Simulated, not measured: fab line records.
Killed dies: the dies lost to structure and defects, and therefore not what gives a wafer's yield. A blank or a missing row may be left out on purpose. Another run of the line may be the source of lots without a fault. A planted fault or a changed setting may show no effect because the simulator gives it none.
Problem report, 8D (eight disciplines) form, completed by code + flow rit-cmos + the parts of the form that need people (team, actions taken, sign-off) are left out

== 1. THE PROBLEM ==
Mean GATE_POLY_THK at RIT_GATE_THK_MEAS_09: 265.6 nm over 6 wafers in 2 lots; fault-free wafers: 250.5 nm, standard deviation 2.3. Measured from the usual mean, that is +6.6 standard deviations.
Earliest sighting: wafer L513.2 on film-metro-04 at day 3 10:31. Wafers with a number at this step in the record: 42, from 14 lots. The rule behind "out" and "out of limits": a value lying over 4 standard deviations away from the usual mean. All remaining wafers that have a number are taken as sound.

== 2. WHAT THIS IS AND IS NOT ==
| question                    | is                           | is not                                                                                                              |
|-----------------------------|------------------------------|---------------------------------------------------------------------------------------------------------------------|
| which readings at this step | GATE_POLY_THK                | -                                                                                                                   |
| which lots                  | L513, L516                   | L509, L510, L512, L514, L517, L523, L524, L527, L528, L530, L531, L532                                              |
| which wafers of those lots  | all that have a number       | -                                                                                                                   |
| read on which gauges        | film-metro-03, film-metro-04 | film-metro-02                                                                                                       |
| when                        | from day 3 10:31             | up to then (9 sound wafers); but 27 sound wafers of L514, L517, L523, L524, L527, L528, L530, L531, L532 came after |

== 3. WHAT RULES OUT EACH SUSPECT ==
Counting: a tool at a process step up to the reading stays a suspect if it ran every lot that is out and no sound lot after the first of them.
- ruled out: the gauge at RIT_GATE_THK_MEAS_09. 2 gauges (film-metro-03, film-metro-04) read the wafers that are out.
- lpcvd-02 at RIT_GATE_CVD_08 (deposits poly-Si from SiH4, target thk 250 nm, time 2220 s): ruled out as a lasting fault. The sound lots L527, L530, L531, L532 went through it after L513, its earliest lot that is out (day 3 08:53).
Left after counting: nothing in the record.

== 4. THE CAUSE (what the simulator had put in) ==
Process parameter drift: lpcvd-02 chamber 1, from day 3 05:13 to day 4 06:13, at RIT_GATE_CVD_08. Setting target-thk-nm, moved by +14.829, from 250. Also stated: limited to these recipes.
It was ruled out by counting, in error; the rule expects a fault to strike all lots run on its tool from its start on, and this fault did not.

== 5. THE CHAIN OF EFFECTS, in route order ==
Each row: a reading where the mean over the struck wafers with a number is more than 3 standard deviations away from the usual. Readings are gone through only where the record gives a usual standard deviation; hours: the median, over the lots, of the time from a lot's start at the first step in this table giving one to that lot's start at this step; sigmas: the change measured in usual standard deviations.
| hours | step                 | reading        | usual      | on struck wafers | change | sigmas |
|-------|----------------------|----------------|------------|------------------|--------|--------|
| 0     | RIT_GATE_THK_MEAS_09 | GATE_POLY_THK  | 250.5 nm   | 265.6            | +15.1  | +6.6   |
| 1     | RIT_GATE_ETCH_19     | oes-product-au | 0.848 a.u. | 0.881            | +0.033 | +3.4   |
Process steps it contains:
- RIT_GATE_ETCH_19: etches poly-Si in SF6/CHF3/O2, stops on SiO2, time 165 s, target depth 312.5 nm.
Later steps that measure or inspect, where all struck wafers having a row at the step show a number for every such reading and not one has moved that far: RIT_REOX_THK_MEAS_04.

== 6. WHAT WOULD HAVE CAUGHT IT SOONER ==
The first out-of-limits reading at a measuring or inspecting step in this record came at day 3 10:31, 5 hours after the fault's start at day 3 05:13.
Of the tool readings at RIT_GATE_CVD_08 for which the record gives a usual standard deviation, none was out on any struck wafer, so an alarm limit of 4 standard deviations on them would not have fired.
